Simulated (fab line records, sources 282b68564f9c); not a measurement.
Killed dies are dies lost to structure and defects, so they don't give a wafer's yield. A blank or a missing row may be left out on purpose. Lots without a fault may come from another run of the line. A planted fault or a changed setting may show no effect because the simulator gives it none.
One fault seen from 2 desks | flow rit_cmos | each desk has only its own numbers; what lay behind them comes last

THE METROLOGY DESK
What the gauges read, lot by lot, whatever tool the lot ran on: means of the sampled wafers that have a number. A lot is out of limits, marked OUT, if its mean lies more than 4 standard deviations from the usual mean; the brackets give that distance.
Columns: A = NSD_OVL at RIT_NSD_OVL_MEAS_06, usual 0.6 nm
lot  | first seen here | A
L505 | day 3 05:28     | 1.9
L506 | day 3 12:07     | 1.0
L507 | day 3 15:34     | 1.6
L508 | day 3 22:16     | 0.0
L509 | day 4 04:16     | -0.3
L510 | day 4 05:26     | -0.1
L513 | day 4 17:32     | 1.8
L515 | day 5 08:44     | -2.9
L517 | day 5 12:48     | -0.6
L521 | day 6 14:40     | 2.1
L522 | day 6 17:21     | 0.2
L524 | day 7 17:16     | 1.1
L525 | day 7 23:05     | 0.9
L526 | day 7 23:14     | 1.1
This desk's finding: nothing out of limits on any of the 14 lots.

THE TOOL OWNER'S DESK: implanter-03
The tool's own readings at RIT_NWELL_IMPLANT_08: means of the sampled wafers that have a number, for each lot that ran on this tool. A lot is out of limits, marked OUT, if its mean lies more than 4 standard deviations from the usual mean; the brackets give that distance.
Columns: A = beam_energy_keV at RIT_NWELL_IMPLANT_08, usual 170.01; B = beam_on_s at RIT_NWELL_IMPLANT_08, usual 10.02 s; C = faraday_current_uA at RIT_NWELL_IMPLANT_08, usual 158
lot  | first seen here | A                | B     | C
L505 | day 2 02:13     | 170.03           | 9.88  | 160
L506 | day 2 06:26     | 169.94           | 10.21 | 155
L513 | day 3 14:53     | 169.98           | 10.11 | 157
L517 | day 4 09:23     | 173.58 (+74) OUT | 10.21 | 155
L521 | day 5 06:15     | 173.52 (+73) OUT | 10.39 | 153
This desk's finding: out of limits on L517, L521; first on L517, day 4 09:23 (beam_energy_keV at RIT_NWELL_IMPLANT_08). In limits: L505, L506, L513.

PUT TOGETHER
The tool owner's desk could have raised an alarm at day 4 09:23, on L517, L521.
The metrology desk saw nothing out of limits.
The metrology desk has L517, L521 on record, within its limits.
Of the lots named, all ran RIT_NWELL_IMPLANT_08 on implanter-03.

WHAT THE SIMULATOR HAD PUT IN
Process parameter drift: implanter-03, from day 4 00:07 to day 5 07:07, at RIT_NWELL_IMPLANT_08. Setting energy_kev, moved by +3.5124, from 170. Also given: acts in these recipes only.
Lots struck among those shown: L517, L521.
Hours from the fault's start to each desk's first reading out of limits: the tool owner's desk, 9.
